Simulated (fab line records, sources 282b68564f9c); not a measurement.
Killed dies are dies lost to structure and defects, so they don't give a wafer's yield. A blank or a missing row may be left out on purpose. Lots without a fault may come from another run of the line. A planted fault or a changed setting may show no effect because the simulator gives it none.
Tool commonality check | flow rit_cmos | 14 lots, 42 wafers sampled

WHY IT WAS OPENED
At RIT_PSD_OVL_MEAS_06 the reading PSD_OVL is flagged on 2 of 14 lots. Wafers without a fault read 0.7 nm, standard deviation 1.2.
Rule: a lot is flagged when every wafer of it that has a number lies more than 4 standard deviations from that mean, or none has a number. The other lots count as sound.

lot  | measured    | on         | PSD_OVL (nm), wafer by wafer | flag
L595 | day 3 15:28 | overlay-01 | 2.0 -2.3 -1.0                |
L596 | day 3 18:08 | overlay-01 | 1.2 0.7 2.7                  |
L597 | day 3 18:28 | overlay-01 | 0.8 -0.5 1.4                 |
L599 | day 4 06:52 | overlay-02 | -0.5 1.8 -1.3                |
L600 | day 4 07:20 | overlay-01 | 0.0 2.0 1.8                  |
L604 | day 5 00:37 | overlay-02 | 128.8 130.4 129.4            | FLAGGED
L603 | day 5 04:46 | overlay-02 | 1.1 0.0 2.3                  |
L608 | day 6 00:24 | overlay-02 | 130.7 131.0 131.9            | FLAGGED
L610 | day 6 12:07 | overlay-01 | 1.4 1.9 3.1                  |
L611 | day 6 18:00 | overlay-02 | 1.8 0.0 1.6                  |
L612 | day 6 20:32 | overlay-02 | -1.1 -1.1 1.0                |
L615 | day 7 06:52 | overlay-02 | 0.3 0.5 1.3                  |
L617 | day 7 19:47 | overlay-01 | 3.1 3.0 0.7                  |
L618 | day 8 01:30 | overlay-02 | 2.0 0.1 -1.5                 |
The numbers of the flagged lots are 130.4 nm on average: +129.7 nm against the usual, or +99 or more standard deviations.

WHICH TOOL RAN EACH LOT
The record holds 1 process step before the reading, out of a route of 202 steps. In each cell: the tool, then ch and the chambers that the sampled wafers went through, then the start.
lot  | flag    | RIT_PSD_EXPOSE_03
L595 |         | iline_stepper-01 ch 0, day 3 15:05
L596 |         | iline_stepper-01 ch 0, day 3 17:39
L597 |         | iline_stepper-01 ch 0, day 3 18:06
L599 |         | iline_stepper-02 ch 0, day 4 06:26
L600 |         | iline_stepper-01 ch 0, day 4 06:55
L604 | FLAGGED | iline_stepper-02 ch 0, day 5 00:14
L603 |         | iline_stepper-01 ch 0, day 5 04:22
L608 | FLAGGED | iline_stepper-02 ch 0, day 6 00:01
L610 |         | iline_stepper-01 ch 0, day 6 11:43
L611 |         | iline_stepper-01 ch 0, day 6 17:36
L612 |         | iline_stepper-01 ch 0, day 6 20:09
L615 |         | iline_stepper-01 ch 0, day 7 06:29
L617 |         | iline_stepper-01 ch 0, day 7 19:25
L618 |         | iline_stepper-01 ch 0, day 8 01:06
What these steps do:
- RIT_PSD_EXPOSE_03: exposes mask M10, target cd 40900 nm.
- RIT_PSD_OVL_MEAS_06

FLAGGED OVER TOTAL, TOOL BY TOOL (the gauges that took the reading come last)
step                | tool             | lots run | flagged | share of the flagged lots | sound lots run after its first flagged lot
RIT_PSD_EXPOSE_03   | iline_stepper-01 | 11       | 0       | none                      | -
RIT_PSD_EXPOSE_03   | iline_stepper-02 | 3        | 2       | all                       | 0
RIT_PSD_OVL_MEAS_06 | overlay-01       | 6        | 0       | none                      | -
RIT_PSD_OVL_MEAS_06 | overlay-02       | 8        | 2       | all                       | 5 (L603,L611,L612,L615,L618)

WHAT THE TABLE ALLOWS
2 rows of the table ran every flagged lot: iline_stepper-02 at RIT_PSD_EXPOSE_03, overlay-02 at RIT_PSD_OVL_MEAS_06.
- iline_stepper-02 at RIT_PSD_EXPOSE_03: 2 of its 3 lots flagged. Its last sound lot is L599 (day 4 06:26), its first flagged lot L604 (day 5 00:14): a fault that began between those two fits.
- overlay-02 at RIT_PSD_OVL_MEAS_06: 2 of its 8 lots flagged. Sound lots ran on it after the first flagged one (L603, L611, L612, L615, L618), which a lasting fault on the whole tool wouldn't allow.
One tool is left: iline_stepper-02 at RIT_PSD_EXPOSE_03.

WHAT THE SIMULATOR HAD PUT IN
Scanner matching overlay: iline_stepper-02, from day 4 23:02 on, at RIT_PSD_EXPOSE_03. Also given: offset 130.
Lots struck among those shown: L604, L608. The rule above found the same.
